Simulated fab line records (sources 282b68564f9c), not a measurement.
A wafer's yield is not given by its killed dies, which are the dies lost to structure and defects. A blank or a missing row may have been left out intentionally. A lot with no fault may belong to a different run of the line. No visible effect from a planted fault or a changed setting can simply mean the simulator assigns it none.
fab line records ; flow rit-cmos
record: lots: 14; wafers: 42; last-day: 7
route steps=202 shown SILICIDE@165 M1@202
lots untouched by any fault: they come from a run of this same line in which no faults occurred
start-h: the number of hours between the record's first day and the start of the first shown wafer of the lot ; wait-h: how many hours have passed since the lot's step before this one ; " as in the row above ; L1.1+2: several wafers, shown together as one row ; - either no value or no given start ; * or withheld: withheld ; < > ~ a bound
route shown NAME@n: a module of which the file shows steps, and the number in the route of the first ; usual: the fault-free wafers' mean and standard deviation ; same: alike in all rows ; chamber/n: place in a boat ; sites: the reading at each site ; _std_site: standard deviation of those values ; _edge_site: outer sites' mean less inner sites' ; radius-mm: how far each site lies from the wafer's centre ; mask NAME#n: copy n ; behind: the most recent tool/chamber to have shaped the wafer ; hold: what put the lot on hold/how long, in hours/how the hold closed ; device: transistor that didn't switch, given as n, p or np ; end of line: the tests these same wafers got at the end of their route ; for a step that has no rows: nothing shown but its recipe ; killed: the dies lost at the first sort to structure and to defects; this is not the yield of the wafer ; map: a wafer's dies, marking killed ones x, the rest . and places with no die _
set.NAME: the setting the step ran with; set.NAME@STEP: the setting that earlier step ran with ; model.NAME: the simulator's own value behind a step, which no gauge read
one table for each step of the route and one row for each wafer, over a sample of lots
services: when a tool's chamber went out of use (start-h, in hours from the record's first day, below 0 if earlier), for how many hours, and the reason
== steps ==
step: RIT_SILICIDE_RTA_04
recipe: temp-c: 650; time-s: 10; idle-temp-c: 25; ramp-up-s: 5; ramp-down-s: 5; cool-to-c: 25; ambient: N2
usual: wafer_temp_C_max: 653.5/0.71
lot.wafer;tool;chamber;start-h;wait-h;wafer_temp_C_max
L747.1;rtp-anneal-01;0;66.08;0.1;652.7
L747.2;rtp-anneal-01;0;66.08;0.1;653.8
L747.4;rtp-anneal-01;0;66.08;0.1;652.5
L748.1;rtp-anneal-01;0;66.20;0.1;653.6
L748.2;rtp-anneal-01;0;66.20;0.1;653.4
L748.3;rtp-anneal-01;0;66.20;0.1;652.7
L749.2;rtp-anneal-02;0;73.93;0.1;652.8
L749.3;rtp-anneal-02;0;73.93;0.1;653.0
L749.5;rtp-anneal-02;0;73.93;0.1;653.8
L750.1;rtp-anneal-01;0;77.32;0.1;653.3
L750.2;rtp-anneal-01;0;77.32;0.1;653.9
L750.5;rtp-anneal-01;0;77.32;0.1;654.3
L753.3;rtp-anneal-02;0;88.12;0.1;653.1
L753.5;rtp-anneal-02;0;88.12;0.1;654.5
L753.6;rtp-anneal-02;0;88.12;0.1;654.1
L754.1;rtp-anneal-01;0;96.55;0.1;653.5
L754.2;rtp-anneal-01;0;96.55;0.1;652.6
L754.6;rtp-anneal-01;0;96.55;0.1;653.3
L755.1;rtp-anneal-02;0;107.97;0.1;593.4
L755.3;rtp-anneal-02;0;107.97;0.1;592.9
L755.4;rtp-anneal-02;0;107.97;0.1;593.5
L757.1;rtp-anneal-02;0;117.80;0.1;593.1
L757.2;rtp-anneal-02;0;117.80;0.1;593.8
L757.5;rtp-anneal-02;0;117.80;0.1;593.5
L762.2;rtp-anneal-01;0;144.13;0.1;653.0
L762.4;rtp-anneal-01;0;144.13;0.1;653.6
L762.6;rtp-anneal-01;0;144.13;0.1;653.8
L763.3;rtp-anneal-01;0;151.60;0.1;653.6
L763.4;rtp-anneal-01;0;151.60;0.1;654.0
L763.6;rtp-anneal-01;0;151.60;0.1;653.6
L764.3;rtp-anneal-01;0;152.05;0.1;653.2
L764.4;rtp-anneal-01;0;152.05;0.1;652.9
L764.5;rtp-anneal-01;0;152.05;0.1;654.1
L766.2;rtp-anneal-01;0;156.61;0.1;652.6
L766.3;rtp-anneal-01;0;156.61;0.1;654.2
L766.5;rtp-anneal-01;0;156.61;0.1;653.0
L765.1;rtp-anneal-01;0;156.77;0.1;654.0
L765.3;rtp-anneal-01;0;156.77;0.1;654.2
L765.5;rtp-anneal-01;0;156.77;0.1;653.5
L768.1;rtp-anneal-01;0;169.04;0.1;654.7
L768.3;rtp-anneal-01;0;169.04;0.1;653.1
L768.4;rtp-anneal-01;0;169.04;0.1;653.6
step: RIT_M1_PROBE_99
usual: killed-at-contacts: 0.1/0.25; killed-at-front-end: 7/3.2; killed-dies: 7/3.2; killed-open: 3.5/2.2; killed-short: 3.6/2.1
same: gross-dies: 264; killed_at_M0_to_M3: 0; killed_at_M4_up: 0; killed-at-back-side: 0; killed-at-other: 0
lot.wafer;tool;chamber;start-h;wait-h;killed-at-contacts;killed-at-front-end;killed-dies;killed-open;killed-short
L755.1;prober-01;-;114.53;0.1;0;12;12;6;6
L755.3;prober-01;-;114.63;0.2;0;5;5;2;3
L755.4;prober-01;-;114.68;0.2;0;11;11;6;5
killed by level:class
L755.1 SPACER:geometric-particle:open=3 REOX:geometric-particle:short=2 SPACER:geometric-particle:short=2 SILICIDE:geometric-particle:open=2 ACTIVE:geometric-particle:short=1 GATE:geometric-particle:short=1 REOX:geometric-particle:open=1
L755.3 GATE:geometric-particle:open=2 GATE:geometric-particle:short=2 SPACER:geometric-particle:short=1
L755.4 SPACER:geometric-particle:short=3 SPACER:geometric-particle:open=2 SILICIDE:geometric-particle:open=2 FOX1:geometric-particle:short=1 GATE:geometric-particle:open=1 REOX:geometric-particle:open=1 SILICIDE:geometric-particle:short=1
== services ==
tool;chamber;start-h;hours;kind
rtp-anneal-02;-;80.50;6.7;pm
== key ==
first-sign: step: RIT_SILICIDE_RTA_04; reading: wafer_temp_C_max; direction: down; sigmas: 85; usual: *; struck: *
effect none on later readings
met-at RIT_SILICIDE_RTA_04
struck-lots L755,L757
tester-left-out L755,L757
onset-between 88.12 107.97
fault: kind: process-parameter-drift; tool: rtp-anneal-02; chamber: -; onset-h: 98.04; steps: RIT_SILICIDE_RTA_04; channel: temp-c; offset: *; shape: step; end-h: 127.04; acts-in: *; stated: *
tester-left-out: of these lots the tester's yield and bins aren't shown, on N5 and GAA mostly nor the transistor test; their killed dies are dies lost to structure and defects alone, not to doping, threshold or leakage, so they don't give the yield
